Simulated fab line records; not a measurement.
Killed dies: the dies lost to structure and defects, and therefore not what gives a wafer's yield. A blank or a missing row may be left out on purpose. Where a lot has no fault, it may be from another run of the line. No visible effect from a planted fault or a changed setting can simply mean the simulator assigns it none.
Split-lot experiment    flow rit cmos    16 wafers read from 5 lots, route of 202 steps

THE SPLIT ITSELF
At RIT_M1_METAL_ETCH_12 (etches Al in Cl2/BCl3, stops on SiO2, time 165 s, target depth 600 nm), the setting rf w was moved away from the recipe's 250 W on 2 of the 16 wafers read, by -9.2% to +8.8%. For the rest of the wafers, this setting stayed at what the recipe calls for.

The reading is taken at the split's own step.

THE READING
NOVOLAK_of_M1_COAT_04.thk nm (the simulator's own value, which no gauge read), in nm, at RIT_M1_METAL_ETCH_12 (etches Al in Cl2/BCl3, stops on SiO2, time 165 s, target depth 600 nm). The file gives no usual value for it. The 14 wafers here that ran the recipe average 804.8 nm, standard deviation 3.9 nm.

wafer   tool, chamber at the split  rf w as run, W  against the recipe  NOVOLAK_of_M1_COAT_04.thk nm, nm  against lot-mates on the recipe
L075.2  rie metal-04, 0             250             recipe              800.1                             -
L075.3  rie metal-04, 1             271.9           +8.8%               776.4                             -25.0
L075.6  rie metal-04, 0             250             recipe              802.6                             -
L076.2  rie metal-03, 0             250             recipe              807.7                             -
L076.4  rie metal-03, 1             250             recipe              812.8                             -
L081.1  rie metal-04, 1             250             recipe              806.6                             -
L081.2  rie metal-04, 0             250             recipe              800.1                             -
L081.3  rie metal-04, 1             250             recipe              803.6                             -
L081.4  rie metal-04, 0             250             recipe              803.7                             -
L081.6  rie metal-04, 0             250             recipe              799.5                             -
L082.2  rie metal-03, 0             250             recipe              803.5                             -
L082.4  rie metal-03, 0             250             recipe              805.5                             -
L082.5  rie metal-03, 1             250             recipe              810.8                             -
L085.2  rie metal-03, 1             250             recipe              808.7                             -
L085.4  rie metal-03, 1             226.9           -9.2%               843.7                             +38.2
L085.5  rie metal-03, 0             250             recipe              802.4                             -

FIT RESULTS
A straight line over all 16 wafers: NOVOLAK_of_M1_COAT_04.thk nm changes by -3.75 nm for each +1% of rf w; r = -0.95; the points scatter about the line by 4.2 nm.
The same after taking each lot's own level away (the mean of its wafers on the recipe; 16 wafers): -3.52 nm for each +1%; r = -0.96; scatter 3.3 nm.
Per that fit: largest rf w move, reading shift of 33 nm.
The lots' own levels span 801.35 to 810.25 nm, that is 2.3 times the standard deviation above.
The two slopes are in agreement: the lot-to-lot level therefore moves the slope only a little.
Check: for one of the wafers moved furthest among these (-9.2%), held out of the fit, the line's prediction against its lot-mates is +26.3 nm. Against them it came out at +38.2 nm.

THE FILE'S OWN FIT
NOVOLAK_of_M1_COAT_04.thk nm changes by -3.52 nm for each +1% of rf w, r = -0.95.
